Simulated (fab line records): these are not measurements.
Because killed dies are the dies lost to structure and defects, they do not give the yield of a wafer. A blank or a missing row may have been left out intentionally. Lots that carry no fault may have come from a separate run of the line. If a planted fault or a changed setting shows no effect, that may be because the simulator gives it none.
fab line records | flow berkeleyCmos170
[record] lots = 5 wafers = 15 lastDay = 11
route steps=331 shown M2@288 V2@292 M3@309
lots that met no fault: taken from a fault-free run of the same line
startH: hours from the record's opening day to when the first of the lot's shown wafers began | waitH: hours elapsed since this lot's preceding step | " the same as in the row above | L1.1+2: several wafers, shown together as one row | - value missing, or start not given | * or withheld: withheld | < > ~ a bound
route shown NAME@n: names a module that has steps shown in the file, with the first one's number in the route | usual: average and standard deviation across the fault-free wafers | same: alike in all rows | chamber/n: place in a boat | sites: per-site readings | _std_site: standard deviation across them | _edge_site: inner sites' mean taken away from outer sites' mean | radiusMm: how far each site lies from the wafer's centre | mask NAME#n: copy n | behind: the most recent tool/chamber to have shaped the wafer | hold: why the lot was held/for how many hours/how that ended | device: which transistor (n, p or np) failed to switch | end of line: tests of these same wafers at the route's end | a step without rows: its recipe alone | killed: the dies lost at the first sort to structure and to defects; this is not the yield of the wafer | map: a wafer's dies, x killed, . not, _ none there
set.NAME: the setting that was run; set.NAME@STEP: the one run at that earlier step | model.NAME: the simulator's own value behind a step, which no gauge read
lots seen at some steps along the route; tables by step, rows by wafer
services: when a tool's chamber went out of use (startH, in hours from the record's first day, below 0 if earlier), for how many hours, and the reason
[[steps]]
[step UCB170_M2_ETCH_17]
[recipe] chemistry = N2/H2 targetDepthA = withheld overetchA = withheld target = BARC timeS = withheld sourceW = 500 biasW = 100 pressureMtorr = 30 n2FlowSccm = 100 h2FlowSccm = 200
[usual] drypumpMotorCurrentA = 5.7/0.36 oesProductAu = 1.005/0.017 throttleValvePct = 13.33/0.16
// columns lot.wafer tool chamber startH waitH drypumpMotorCurrentA oesProductAu throttleValvePct
L076.2 rieDiel-02 1 159.74 0.0 5.1 0.993 13.31
L076.5 " 2 " " 5.3 1.033 13.31
L076.6 " 1 " " 5.1 1.001 13.34
L078.2 rieDiel-02 1 183.63 0.0 5.1 0.988 13.33
L078.5 " 0 " " 5.9 1.011 13.41
L078.6 " 3 " " 5.7 1.007 13.49
L086.1 rieDiel-02 3 212.76 0.0 5.7 1.001 13.50
L086.5 " 3 " " 5.7 0.995 13.49
L086.6 " 0 " " 5.9 1.031 13.42
L094.1 rieDiel-04 2 253.53 0.0 5.9 0.993 13.50
L094.2 " 0 " " 6.1 0.993 13.04
L094.4 " 2 " " 5.8 0.988 13.52
L096.1 rieDiel-04 1 262.59 0.0 5.2 1.010 13.11
L096.5 " 2 " " 5.9 0.993 13.52
L096.6 " 1 " " 5.2 1.016 13.09
[step UCB170_M2_METAL_ETCH_18]
[recipe] chemistry = Cl2/BCl3 target = Al stopOn = SiO2 pressureMtorr = 12 targetDepthA = 11700 overEtchFrac = 0.3 timeS = 195 icpW = 600 biasW = 120 Cl2_flow_sccm = 90 bcl3FlowSccm = 45
[usual] drypumpMotorCurrentA = 5.7/0.53 oesProductAu = 0.853/0.011 throttleValvePct = 24.57/0.19
[same] overEtchFrac = 0.3 timeS = 195
// columns lot.wafer tool chamber startH waitH drypumpMotorCurrentA oesProductAu rfHoursCounterH throttleValvePct
L076.2 rieMetal-01 0 159.78 - 6.0 0.874 3 24.52
L076.5 " 0 " " 6.0 0.867 - 24.50
L076.6 " 1 " " 5.0 0.849 - 24.83
L078.2 rieMetal-04 0 183.67 - 5.5 0.843 12 24.74
L078.5 " 0 " " 5.5 0.843 - 24.76
L078.6 " 1 " " 6.4 0.859 - 24.37
L086.1 rieMetal-04 0 212.80 - 5.6 0.836 13 24.75
L086.5 " 0 " " 5.6 0.843 - 24.75
L086.6 " 0 " " 5.5 0.842 - 24.74
L094.1 rieMetal-04 1 253.57 - 6.3 0.873 1 24.23
L094.2 " 0 " " 5.6 0.839 0 24.64
L094.4 " 0 " " 5.5 0.854 - 24.64
L096.1 rieMetal-04 0 262.63 - 5.6 0.861 0 24.63
L096.5 " 1 " " 6.4 0.881 - 24.24
L096.6 " 0 " " 5.5 0.855 - 24.64
[step UCB170_M2_STRIP_19]
[recipe] chemistry = O2 powerW = 400 pressureMtorr = 3500 platenTempC = withheld o2FlowSccm = 400 overashFraction = 0.5
[usual] drypumpMotorCurrentA = 5.27/0.27 oesProductAu = 0.554/0.017
// columns lot.wafer tool chamber startH waitH drypumpMotorCurrentA oesProductAu rfHoursCounterH
L076.2 plasmaAsher-03 0 159.97 0.1 5.38 0.550 46
L076.5 " 1 " " 5.26 0.543 -
L076.6 " 0 " " 5.38 0.562 -
L078.2 plasmaAsher-03 0 183.86 0.1 5.38 0.580 48
L078.5 " 0 " " 5.42 0.581 -
L078.6 " 1 " " 5.27 0.556 -
L086.1 plasmaAsher-03 1 213.17 0.3 5.28 0.575 50
L086.5 " 1 " " 5.29 0.574 -
L086.6 " 0 " " 5.39 0.575 -
L094.1 plasmaAsher-03 1 253.76 0.1 5.26 0.570 55
L094.2 " 0 " " 5.40 0.553 55
L094.4 " 0 " " 5.40 0.545 -
L096.1 plasmaAsher-02 0 262.82 0.1 5.03 0.565 59
L096.5 " 1 " " 5.60 0.579 -
L096.6 " 0 " " 5.01 0.553 -
[step UCB170_M2_CD_MEAS_90]
[recipe] targetCdNm = 700
[usual] cdNm = 700/3.8
// columns lot.wafer tool chamber startH waitH cdNm
L076.2 cdSem-02 - 160.09 0.1 700
L076.5 " - " " 702
L076.6 " - " " 702
L078.2 cdSem-01 - 183.98 0.1 700
L078.5 " - " " 700
L078.6 " - " " 699
L086.1 cdSem-01 - 213.40 0.2 696
L086.5 " - " " 700
L086.6 " - " " 700
L094.1 cdSem-02 - 253.86 0.1 700
L094.2 " - " " 704
L094.4 " - " " 708
L096.1 cdSem-02 - 262.92 0.1 704
L096.5 " - " " 694
L096.6 " - " " 704
[step UCB170_V2_CVD_00]
[recipe] material = SiO2 targetThkNm = 2000 tempC = 390 precursor = TEOS/O2 timeS = 250 rfW = 550 pressureMtorr = 9000
[usual] heaterPowerW = 221/43 susceptorTempC = 390.01/0.21
[same] timeS = 250
// columns lot.wafer tool chamber startH waitH heaterPowerW susceptorTempC
L076.2 pecvd-03 1 160.19 0.1 281 389.88
L076.5 " 0 " " 156 389.28
L076.6 " 1 " " 200 390.07
L078.2 pecvd-03 0 184.08 0.1 228 390.02
L078.5 " 1 " " 276 389.75
L078.6 " 2 " " 216 389.85
L086.1 pecvd-04 2 213.52 0.1 186 389.65
L086.5 " 2 " " 228 389.47
L086.6 " 1 " " 235 389.92
L094.1 pecvd-04 1 253.98 0.1 186 389.85
L094.2 " 2 " " 178 389.80
L094.4 " 2 " " 227 389.94
L096.1 pecvd-03 1 263.04 0.1 285 390.02
L096.5 " 2 " " 221 390.02
L096.6 " 1 " " 227 390.16
[step UCB170_V2_THK_MEAS_01]
[recipe] reads = SiO2_of_V2_CVD_00
[usual] V2_TEOS_THK = 1999/27
// columns lot.wafer tool chamber startH waitH V2_TEOS_THK[nm]
L076.2 filmMetro-03 - 160.35 0.1 1951
L076.5 " - " " 2008
L076.6 " - " " 1980
L078.2 filmMetro-04 - 184.25 0.1 1978
L078.5 " - " " 2018
L078.6 " - " " 2059
L086.1 filmMetro-02 - 213.67 0.1 1922
L086.5 " - " " 1995
L086.6 " - " " 2006
L094.1 filmMetro-04 - 254.14 0.1 1968
L094.2 " - " " 1983
L094.4 " - " " 1994
L096.1 filmMetro-03 - 263.19 0.1 2019
L096.5 " - " " 2040
L096.6 " - " " 2024
[step UCB170_V2_CMP_02]
[recipe] material = SiO2 downForcePsi = 6 platenRpm = 60 padVelocityMS = 0.75398
[usual] motorCurrentA = 15.6/1.9 slurryFlowMlMin = 150.0/0.45
// columns lot.wafer tool chamber startH waitH motorCurrentA slurryFlowMlMin
L076.2 cmp-02 2 160.45 0.1 14.8 150.5
L076.6 " 1 " " 12.9 149.5
L076.5 " 2 " " 14.4 150.7
L078.2 cmp-01 2 184.40 0.1 17.3 150.2
L078.5 " 0 " " 16.5 149.8
L078.6 " 1 " " 14.0 149.6
L086.1 cmp-01 3 213.78 0.1 17.9 149.9
L086.5 " 2 " " 18.4 150.3
L086.6 " 3 " " 20.0 148.9
L094.4 cmp-02 3 254.20 0.0 13.9 151.1
L094.1 " 0 " " 16.8 149.7
L094.2 " 2 " " 14.7 149.3
L096.1 cmp-02 1 263.30 0.1 12.4 149.6
L096.5 " 0 " " 16.8 149.8
L096.6 " 1 " " 12.0 149.8
[step UCB170_V2_BOW_MEAS_03]
[recipe] mode = bow
[usual] V2_BOW = 37/7
// columns lot.wafer tool chamber startH waitH V2_BOW[um]
L076.2 filmMetro-03 - 160.72 0.2 46
L076.5 " - " " 34
L076.6 " - " " 45
L078.2 filmMetro-03 - 184.62 0.2 31
L078.5 " - " " 30
L078.6 " - " " 32
L086.1 filmMetro-03 - 214.03 0.2 32
L086.5 " - " " 30
L086.6 " - " " 30
L094.1 filmMetro-03 - 254.50 0.2 39
L094.2 " - " " 34
L094.4 " - " " 28
L096.1 filmMetro-04 - 263.55 0.2 25
L096.5 " - " " 35
L096.6 " - " " 40
[step UCB170_V2_THK_MEAS_04]
[recipe] reads = SiO2_of_V2_CVD_00
[usual] V2_POLISHED_THK = 999.9/1.2
// columns lot.wafer tool chamber startH waitH V2_POLISHED_THK[nm]
L076.2 filmMetro-03 - 160.83 0.1 1001.9
L076.5 " - " " 1001.3
L076.6 " - " " 999.6
L078.2 filmMetro-03 - 184.73 0.1 999.2
L078.5 " - " " 1000.0
L078.6 " - " " 999.1
L086.1 filmMetro-03 - 214.15 0.1 1000.0
L086.5 " - " " 999.9
L086.6 " - " " 1001.1
L094.1 filmMetro-03 - 254.62 0.1 998.4
L094.2 " - " " 998.6
L094.4 " - " " 997.0
L096.1 filmMetro-04 - 263.67 0.1 998.4
L096.5 " - " " 997.7
L096.6 " - " " 997.1
[step UCB170_V2_CLEAN_05]
[recipe] chemistry = DIW
// columns lot.wafer tool chamber startH waitH
L076.2+5+6 wetBench-03 2 160.88 0.0
L078.2+5+6 wetBench-03 2 184.78 0.0
L086.1+5+6 wetBench-03 1 214.21 0.1
L094.1+2+4 wetBench-01 0 255.89 1.3
L096.1+5+6 wetBench-01 3 263.73 0.1
[step UCB170_V2_HMDS_06]
[recipe] primeTimeS = 60 primeTempC = 100
[usual] primeTempC = 99.99/0.14
[same] primeTimeS = 60
// columns lot.wafer tool chamber startH waitH primeTempC
L076.2 lithoTrack-03 0 161.08 0.0 100.06
L076.5 " 0 " " 100.28
L076.6 " 0 " " 100.29
L078.2 lithoTrack-01 0 184.98 0.0 99.97
L078.5 " 0 " " 100.10
L078.6 " 0 " " 100.22
L086.1 lithoTrack-01 0 214.39 0.0 100.33
L086.5 " 0 " " 100.00
L086.6 " 0 " " 100.26
L094.1 lithoTrack-03 0 256.07 0.0 99.94
L094.2 " 0 " " 100.01
L094.4 " 0 " " 99.98
L096.1 lithoTrack-03 0 263.91 0.0 99.90
L096.5 " 0 " " 100.09
L096.6 " 0 " " 99.88
[step UCB170_V2_COAT_07]
[recipe] resist = KrF spinRpm = 1500 resistThkNm = 900
// columns lot.wafer tool chamber startH waitH
L076.2+5+6 lithoTrack-03 0 161.23 0.1
L078.2+5+6 lithoTrack-01 0 185.13 0.1
L086.1+5+6 lithoTrack-01 0 214.54 0.1
L094.1+2+4 lithoTrack-03 0 256.22 0.1
L096.1+5+6 lithoTrack-03 0 264.06 0.1
[step UCB170_V2_SOFTBAKE_08]
[recipe] resist = KrF tempC = 130 timeS = 60
[same] timeS = 60
// columns lot.wafer tool chamber startH waitH
L076.2+5+6 lithoTrack-03 0 161.38 0.1
L078.2+5+6 lithoTrack-01 0 185.28 0.1
L086.1+5+6 lithoTrack-01 0 214.69 0.1
L094.1+2+4 lithoTrack-03 0 256.37 0.1
L096.1+5+6 lithoTrack-03 0 264.21 0.1
[step UCB170_V2_EXPOSE_09]
[recipe] maskId = VIA2 targetCdNm = 700 na = 0.5 sigmaOuter = 0.6 sourceShape = conventional doseMj = 37
// columns lot.wafer tool chamber startH waitH mask
L076.2+5+6 krfScanner-01 0 161.65 0.2 VIA2#0
L078.2+5+6 krfScanner-02 0 185.55 0.2 VIA2#0
L086.1+5+6 krfScanner-01 0 214.96 0.2 VIA2#0
L094.1+2+4 krfScanner-02 0 256.52 0.1 VIA2#0
L096.1+5+6 krfScanner-02 0 264.48 0.2 VIA2#0
[step UCB170_V2_PEB_10]
[recipe] pebTempC = 130 pebTimeS = withheld resist = KrF
// columns lot.wafer tool chamber startH waitH
L076.2+5+6 lithoTrack-02 0 162.47 0.8
L078.2+5+6 lithoTrack-01 0 185.67 0.1
L086.1+5+6 lithoTrack-01 0 215.08 0.1
L094.1+2+4 lithoTrack-03 0 256.97 0.4
L096.1+5+6 lithoTrack-03 0 264.60 0.1
[step UCB170_V2_DEVELOP_11]
[recipe] developer = TMAH developTimeS = 45 resist = KrF devTempC = 21
// columns lot.wafer tool chamber startH waitH
L076.2+5+6 lithoTrack-02 0 - -
L078.2+5+6 lithoTrack-01 0 - -
L086.1+5+6 lithoTrack-01 0 - -
L094.1+2+4 lithoTrack-03 0 - -
L096.1+5+6 lithoTrack-03 0 - -
[step UCB170_V2_CD_MEAS_12]
[recipe] targetCdNm = 700
[usual] cdNm = 700.0/1.2
// columns lot.wafer tool chamber startH waitH cdNm
L076.2 cdSem-02 - 162.74 - 699.1
L076.5 " - " " 699.1
L076.6 " - " " 701.0
L078.2 cdSem-01 - 185.94 - 700.1
L078.5 " - " " 701.3
L078.6 " - " " 701.4
L086.1 cdSem-01 - 215.35 - 700.5
L086.5 " - " " 700.0
L086.6 " - " " 700.3
L094.1 cdSem-01 - 257.24 - 698.7
L094.2 " - " " 697.2
L094.4 " - " " 697.1
L096.1 cdSem-01 - 264.87 - 701.1
L096.5 " - " " 699.2
L096.6 " - " " 699.3
[step UCB170_V2_OVL_MEAS_13]
[usual] V2_OVL = -2/5.4
// columns lot.wafer tool chamber startH waitH V2_OVL[nm]
L076.2 overlay-01 - 162.85 0.1 1
L076.5 " - " " 5
L076.6 " - " " -3
L078.2 overlay-01 - 186.05 0.1 11
L078.5 " - " " 4
L078.6 " - " " 9
L086.1 overlay-01 - 215.47 0.1 -8
L086.5 " - " " -10
L086.6 " - " " -9
L094.1 overlay-01 - 257.36 0.1 -6
L094.2 " - " " -4
L094.4 " - " " 6
L096.1 overlay-01 - 265.00 0.1 -1
L096.5 " - " " -2
L096.6 " - " " 5
[step UCB170_V2_ETCH_14]
[recipe] chemistry = CHF3/CF4/Ar target = SiO2 stopOn = Al CHF3_flow_sccm = 45 cf4FlowSccm = 15 Ar_flow_sccm = 150 pressureMtorr = 200 rfW = 700 targetDepthA = 12500 overEtchFrac = 0.25 timeS = 291
[usual] cf4FlowSccm = 15.00/0.044 drypumpMotorCurrentA = 5.7/0.33 oesProductAu = 0.877/0.01 throttleValvePct = 6.94/0.12
[same] overEtchFrac = 0.25 timeS = 291
// columns lot.wafer tool chamber startH waitH cf4FlowSccm drypumpMotorCurrentA oesProductAu rfHoursCounterH throttleValvePct
L076.2 rieDiel-02 0 162.88 0.0 15.02 5.9 0.872 2 6.96
L076.5 " 2 " " 14.95 5.3 0.886 - 7.06
L076.6 " 3 " " 15.02 5.7 0.867 - 7.03
L078.2 rieDiel-03 3 186.08 0.0 15.03 5.8 0.877 128 7.15
L078.5 " 3 " " 15.00 5.8 0.867 - 7.15
L078.6 " 2 " " 15.02 5.9 0.877 - 6.85
L086.1 rieDiel-03 2 215.51 0.0 15.01 5.9 0.870 12 6.85
L086.5 " 1 " " 15.01 6.2 0.898 - 6.95
L086.6 " 0 " " 15.08 5.8 0.867 - 6.81
L094.1 rieDiel-03 0 257.40 0.0 15.02 5.8 0.872 23 6.80
L094.2 " 2 " " 15.05 5.9 0.876 14 6.86
L094.4 " 3 " " 14.94 5.7 0.883 132 7.14
L096.1 rieDiel-04 2 265.04 0.0 14.96 5.8 0.856 130 7.06
L096.5 " 3 " " 15.09 5.9 0.879 - 6.91
L096.6 " 2 " " 14.94 5.8 0.858 - 7.07
[step UCB170_V2_STRIP_15]
[recipe] chemistry = O2 powerW = 400 pressureMtorr = 3500 platenTempC = withheld o2FlowSccm = 400 overashFraction = 0.5
[usual] drypumpMotorCurrentA = 5.4/0.39 oesProductAu = 0.722/0.0045 stripTimeToEndpointS = 15.33/0.12
// columns lot.wafer tool chamber startH waitH drypumpMotorCurrentA oesProductAu rfHoursCounterH stripTimeToEndpointS
L076.2 plasmaAsher-01 1 163.06 0.1 5.9 0.729 5 15.27
L076.5 " 0 " " 5.3 0.724 - 15.31
L076.6 " 1 " " 5.9 0.726 - 15.31
L078.2 plasmaAsher-04 1 186.25 0.1 5.5 0.727 43 15.33
L078.5 " 0 " " 4.7 0.726 - 15.37
L078.6 " 1 " " 5.5 0.725 - 15.25
L086.1 plasmaAsher-02 0 215.69 0.1 5.1 0.721 54 15.31
L086.5 " 1 " " 5.6 0.721 - 15.32
L086.6 " 0 " " 5.1 0.723 - 15.22
L094.1 plasmaAsher-01 0 257.57 0.1 5.2 0.727 16 15.39
L094.2 " 1 " " 5.9 0.719 16 15.49
L094.4 " 0 " " 5.3 0.723 - 15.45
L096.1 plasmaAsher-01 1 265.22 0.1 5.9 0.719 17 15.51
L096.5 " 1 " " 5.9 0.722 - 15.52
L096.6 " 0 " " 5.3 0.716 - 15.36
[step UCB170_V2_CD_MEAS_90]
[recipe] targetCdNm = 700
[usual] cdNm = 700.0/1.3
// columns lot.wafer tool chamber startH waitH cdNm
L076.2 cdSem-01 - 163.18 0.1 699.5
L076.5 " - " " 699.0
L076.6 " - " " 701.0
L078.2 cdSem-02 - 186.37 0.1 701.6
L078.5 " - " " 702.0
L078.6 " - " " 702.3
L086.1 cdSem-02 - 215.79 0.1 700.1
L086.5 " - " " 699.5
L086.6 " - " " 699.7
L094.1 cdSem-01 - 257.67 0.1 698.5
L094.2 " - " " 697.9
L094.4 " - " " 696.5
L096.1 cdSem-02 - 265.32 0.1 700.9
L096.5 " - " " 699.6
L096.6 " - " " 699.0
[step UCB170_M3_PRE_CLEAN_00]
[recipe] gas = Ar precleanEtchTimeS = 60
// columns lot.wafer tool chamber startH waitH
L076.2+5+6 pvdSputter-02 - 163.28 0.1
L078.2+5+6 pvdSputter-02 - 186.47 0.1
L086.1+5+6 pvdSputter-03 - 215.91 0.1
L094.1+2+4 pvdSputter-01 - 257.79 0.1
L096.1+5+6 pvdSputter-03 - 265.44 0.1
[step UCB170_M3_SPUTTER_01]
[recipe] material = Al targetThkNm = 900 timeS = 120 powerW = 6000 chamberPressurePa = 0.5
[usual] throttleValvePct = 29.8/1.2
[same] timeS = 120
// columns lot.wafer tool chamber startH waitH throttleValvePct
L076.2 pvdSputter-02 - 163.34 0.0 29.4
L076.5 " - " " 30.9
L076.6 " - " " 30.5
L078.2 pvdSputter-02 - 186.54 0.0 30.3
L078.5 " - " " 30.9
L078.6 " - " " 31.0
L086.1 pvdSputter-03 - 215.97 0.0 30.6
L086.5 " - " " 28.2
L086.6 " - " " 27.8
L094.1 pvdSputter-01 - 257.86 0.0 30.0
L094.2 " - " " 30.6
L094.4 " - " " 29.0
L096.1 pvdSputter-03 - 265.50 0.0 30.4
L096.5 " - " " 30.6
L096.6 " - " " 28.4
[step UCB170_M3_RS_MEAS_02]
[recipe] thkMeasGauge = four-point-probe reads = Al_of_M3_SPUTTER_01
[usual] M3_AL_RS = 0.0323/0.00037
// columns lot.wafer tool chamber startH waitH M3_AL_RS[ohm/sq]
L076.2 filmMetro-03 - 163.45 0.1 0.0323
L076.5 " - " " 0.0326
L076.6 " - " " 0.0322
L078.2 filmMetro-03 - 186.64 0.1 0.0326
L078.5 " - " " 0.0330
L078.6 " - " " 0.0328
L086.1 filmMetro-01 - 216.06 0.0 0.0320
L086.5 " - " " 0.0324
L086.6 " - " " 0.0324
L094.1 filmMetro-02 - 257.94 0.0 0.0326
L094.2 " - " " 0.0324
L094.4 " - " " 0.0327
L096.1 filmMetro-02 - 265.59 0.0 0.0319
L096.5 " - " " 0.0319
L096.6 " - " " 0.0323
[step UCB170_M3_THK_MEAS_03]
[recipe] thkMeasGauge = xrf reads = Al_of_M3_SPUTTER_01
[usual] M3_AL_THK = 892/11
// columns lot.wafer tool chamber startH waitH M3_AL_THK[nm]
L076.2 filmMetro-03 - 163.56 0.1 889
L076.5 " - " " 882
L076.6 " - " " 892
L078.2 filmMetro-03 - 186.75 0.1 880
L078.5 " - " " 868
L078.6 " - " " 876
L086.1 filmMetro-01 - 216.18 0.1 900
L086.5 " - " " 891
L086.6 " - " " 891
L094.1 filmMetro-02 - 258.06 0.1 885
L094.2 " - " " 886
L094.4 " - " " 884
L096.1 filmMetro-02 - 265.71 0.1 904
L096.5 " - " " 900
L096.6 " - " " 890
[step UCB170_M3_HMDS_04]
[recipe] primeTimeS = 60 primeTempC = 100
[usual] primeTempC = 100.01/0.13
[same] primeTimeS = 60
// columns lot.wafer tool chamber startH waitH primeTempC
L076.2 lithoTrack-02 0 163.85 0.3 100.02
L076.5 " 0 " " 100.14
L076.6 " 0 " " 100.20
L078.2 lithoTrack-03 0 187.21 0.4 99.84
L078.5 " 0 " " 99.85
L078.6 " 0 " " 99.92
L086.1 lithoTrack-03 0 216.41 0.2 99.98
L086.5 " 0 " " 99.89
L086.6 " 0 " " 99.99
L094.1 lithoTrack-02 0 258.24 0.2 100.00
L094.2 " 0 " " 100.03
L094.4 " 0 " " 99.98
L096.1 lithoTrack-04 0 265.77 0.1 100.01
L096.5 " 0 " " 99.88
L096.6 " 0 " " 99.87
[step UCB170_M3_COAT_05]
[recipe] resist = KrF spinRpm = 1500 resistThkNm = 900
// columns lot.wafer tool chamber startH waitH
L076.2+5+6 lithoTrack-02 0 164.00 0.1
L078.2+5+6 lithoTrack-03 0 187.36 0.1
L086.1+5+6 lithoTrack-03 0 216.56 0.1
L094.1+2+4 lithoTrack-02 0 258.39 0.1
L096.1+5+6 lithoTrack-04 0 265.92 0.1
[step UCB170_M3_SOFTBAKE_06]
[recipe] resist = KrF tempC = 130 timeS = 60
[same] timeS = 60
// columns lot.wafer tool chamber startH waitH
L076.2+5+6 lithoTrack-02 0 164.15 0.1
L078.2+5+6 lithoTrack-03 0 187.51 0.1
L086.1+5+6 lithoTrack-03 0 216.71 0.1
L094.1+2+4 lithoTrack-02 0 258.54 0.1
L096.1+5+6 lithoTrack-04 0 266.07 0.1
[step UCB170_M3_STRIP_07]
[recipe] chemistry = O2 powerW = 400 pressureMtorr = 3500 platenTempC = withheld o2FlowSccm = 400 overashFraction = 0.5
[usual] drypumpMotorCurrentA = 5.39/0.26 oesProductAu = 0.735/0.0052 stripTimeToEndpointS = 21.97/0.057
// columns lot.wafer tool chamber startH waitH drypumpMotorCurrentA oesProductAu rfHoursCounterH stripTimeToEndpointS
L076.2 plasmaAsher-03 1 164.27 0.1 5.24 0.726 46 21.85
L076.5 " 1 " " 5.23 0.734 - 21.87
L076.6 " 0 " " 5.38 0.738 - 21.89
L078.2 plasmaAsher-02 1 187.63 0.1 5.57 0.731 50 22.01
L078.5 " 1 " " 5.56 0.730 - 22.10
L078.6 " 0 " " 5.02 0.732 - 21.99
L086.1 plasmaAsher-02 1 216.86 0.1 5.59 0.728 54 22.05
L086.5 " 0 " " 5.04 0.733 - 22.05
L086.6 " 1 " " 5.58 0.738 - 22.01
L094.1 plasmaAsher-01 0 258.69 0.1 5.24 0.742 16 21.93
L094.2 " 1 " " 5.89 0.733 16 21.91
L094.4 " 0 " " 5.25 0.739 - 21.85
L096.1 plasmaAsher-02 1 266.22 0.1 5.61 0.743 60 21.99
L096.5 " 1 " " 5.55 0.730 - 21.99
L096.6 " 0 " " 5.07 0.744 - 22.00
[step UCB170_M3_STRIP_08]
[recipe] chemistry = DMSO tempC = 80 timeS = 600 material = KrF
[same] timeS = 600
// columns lot.wafer tool chamber startH waitH
L076.2+5+6 wetBench-03 0 164.37 0.1
L078.2+5+6 wetBench-03 2 187.73 0.1
L086.1+5+6 wetBench-03 3 216.98 0.1
L094.1+2+4 wetBench-01 1 259.40 0.7
L096.1+5+6 wetBench-03 1 266.32 0.1
[step UCB170_M3_COAT_09]
[recipe] resist = BARC tempC = withheld timeS = withheld spinRpm = 3000 resistThkNm = withheld
// columns lot.wafer tool chamber startH waitH
L076.2+5+6 lithoTrack-02 0 165.20 0.7
L078.2+5+6 lithoTrack-02 0 188.19 0.3
L086.1+5+6 lithoTrack-04 0 217.58 0.4
L094.1+2+4 lithoTrack-03 0 259.58 0.0
L096.1+5+6 lithoTrack-04 0 266.67 0.2
[step UCB170_M3_COAT_10]
[recipe] resist = KrF spinRpm = 1500 resistThkNm = 900
// columns lot.wafer tool chamber startH waitH
L076.2+5+6 lithoTrack-02 0 - -
L078.2+5+6 lithoTrack-02 0 - -
L086.1+5+6 lithoTrack-04 0 - -
L094.1+2+4 lithoTrack-03 0 - -
L096.1+5+6 lithoTrack-04 0 - -
[step UCB170_M3_SOFTBAKE_11]
[recipe] resist = KrF tempC = 130 timeS = 60
[same] timeS = 60
// columns lot.wafer tool chamber startH waitH
L076.2+5+6 lithoTrack-02 0 - -
L078.2+5+6 lithoTrack-02 0 - -
L086.1+5+6 lithoTrack-04 0 - -
L094.1+2+4 lithoTrack-03 0 - -
L096.1+5+6 lithoTrack-04 0 - -
[step UCB170_M3_EXPOSE_12]
[recipe] maskId = METAL3 targetCdNm = 700 na = 0.5 sigmaOuter = 0.6 sourceShape = conventional doseMj = 26
// columns lot.wafer tool chamber startH waitH mask
L076.2+5+6 krfScanner-01 0 165.64 - METAL3#0
L078.2+5+6 krfScanner-01 0 188.76 - METAL3#0
L086.1+5+6 krfScanner-01 0 218.16 - METAL3#0
L094.1+2+4 krfScanner-01 0 260.03 - METAL3#0
L096.1+5+6 krfScanner-01 0 267.24 - METAL3#0
[step UCB170_M3_PEB_13]
[recipe] pebTempC = 130 pebTimeS = withheld resist = KrF
// columns lot.wafer tool chamber startH waitH
L076.2+5+6 lithoTrack-03 0 166.01 0.3
L078.2+5+6 lithoTrack-04 0 188.88 0.1
L086.1+5+6 lithoTrack-03 0 218.48 0.3
L094.1+2+4 lithoTrack-02 0 260.14 0.1
L096.1+5+6 lithoTrack-02 0 267.36 0.1
[step UCB170_M3_DEVELOP_14]
[recipe] developer = TMAH developTimeS = 45 resist = KrF devTempC = 21
// columns lot.wafer tool chamber startH waitH
L076.2+5+6 lithoTrack-03 0 - -
L078.2+5+6 lithoTrack-04 0 - -
L086.1+5+6 lithoTrack-03 0 - -
L094.1+2+4 lithoTrack-02 0 - -
L096.1+5+6 lithoTrack-02 0 - -
[step UCB170_M3_CD_MEAS_15]
[recipe] targetCdNm = 700
[usual] cdNm = 699.9/1.3
// columns lot.wafer tool chamber startH waitH cdNm
L076.2 cdSem-02 - 166.28 - 699.4
L076.5 " - " " 700.5
L076.6 " - " " 699.8
L078.2 cdSem-02 - 189.15 - 701.4
L078.5 " - " " 701.8
L078.6 " - " " 700.6
L086.1 cdSem-01 - 218.76 - 700.2
L086.5 " - " " 699.5
L086.6 " - " " 699.9
L094.1 cdSem-02 - 260.42 - 702.2
L094.2 " - " " 701.8
L094.4 " - " " 701.1
L096.1 cdSem-02 - 267.63 - 697.6
L096.5 " - " " 696.5
L096.6 " - " " 699.1
[step UCB170_M3_OVL_MEAS_16]
[usual] M3_OVL = 1/4.9
// columns lot.wafer tool chamber startH waitH M3_OVL[nm]
L076.2 overlay-01 - 166.39 0.1 1
L076.5 " - " " 2
L076.6 " - " " 1
L078.2 overlay-01 - 189.25 0.1 -2
L078.5 " - " " 0
L078.6 " - " " 2
L086.1 overlay-01 - 218.88 0.1 -4
L086.5 " - " " -2
L086.6 " - " " -5
L094.1 overlay-01 - 260.54 0.1 -8
L094.2 " - " " -7
L094.4 " - " " -4
L096.1 overlay-01 - 267.75 0.1 6
L096.5 " - " " 2
L096.6 " - " " 1
[step UCB170_M3_ETCH_17]
[recipe] chemistry = N2/H2 targetDepthA = withheld overetchA = withheld target = BARC timeS = withheld sourceW = 500 biasW = 100 pressureMtorr = 30 n2FlowSccm = 100 h2FlowSccm = 200
[usual] drypumpMotorCurrentA = 5.7/0.38 oesProductAu = 1.005/0.015 throttleValvePct = 13.36/0.14
// columns lot.wafer tool chamber startH waitH drypumpMotorCurrentA oesProductAu throttleValvePct
L076.2 rieDiel-01 2 166.42 0.0 5.9 0.998 13.51
L076.5 " 1 " " 4.9 1.014 13.24
L076.6 " 2 " " 5.9 1.006 13.50
L078.2 rieDiel-02 0 189.28 0.0 5.9 1.018 13.41
L078.5 " 2 " " 5.4 1.031 13.33
L078.6 " 3 " " 5.7 1.008 13.50
L086.1 rieDiel-03 3 218.91 0.0 5.8 0.989 13.59
L086.5 " 1 " " 6.2 1.029 13.42
L086.6 " 0 " " 5.8 1.008 13.24
L094.1 rieDiel-02 1 260.58 0.0 5.1 1.003 13.33
L094.2 " 0 " " 5.9 1.027 13.40
L094.4 " 3 " " 5.7 1.007 13.51
L096.1 rieDiel-03 3 267.79 0.0 5.7 0.982 13.59
L096.5 " 3 " " 5.8 0.990 13.59
L096.6 " 0 " " 5.8 0.995 13.25
[[services]]
// columns tool chamber startH hours kind
krfScanner-02 - 138.45 0.8 pm
rieDiel-04 - 140.20 0.2 repair
pecvd-03 - 140.26 0.9 repair
rieDiel-04 0 155.21 22.6 repair
pecvd-03 1 162.70 6.2 repair
rieDiel-03 3 163.79 2.7 repair
plasmaAsher-01 - 169.14 2.3 repair
rieDiel-02 0 176.48 5.4 repair
rieDiel-02 3 177.74 2.9 repair
krfScanner-02 - 179.53 1.8 repair
krfScanner-01 - 190.64 4.4 pm
rieDiel-04 2 193.88 7.4 repair
plasmaAsher-03 - 199.18 10.5 repair
pvdSputter-03 - 203.86 1.3 repair
krfScanner-02 - 205.30 0.8 pm
krfScanner-01 - 212.05 1.3 pm
krfScanner-01 - 235.09 0.2 repair
krfScanner-01 - 236.18 1.0 pm
krfScanner-01 - 239.16 0.8 pm
plasmaAsher-03 - 244.97 2.8 pm
rieDiel-02 2 253.33 8.4 repair
pvdSputter-02 - 255.62 5.3 repair
plasmaAsher-03 - 262.28 1.5 repair
krfScanner-01 - 263.12 0.4 repair
[[key]]
fault none
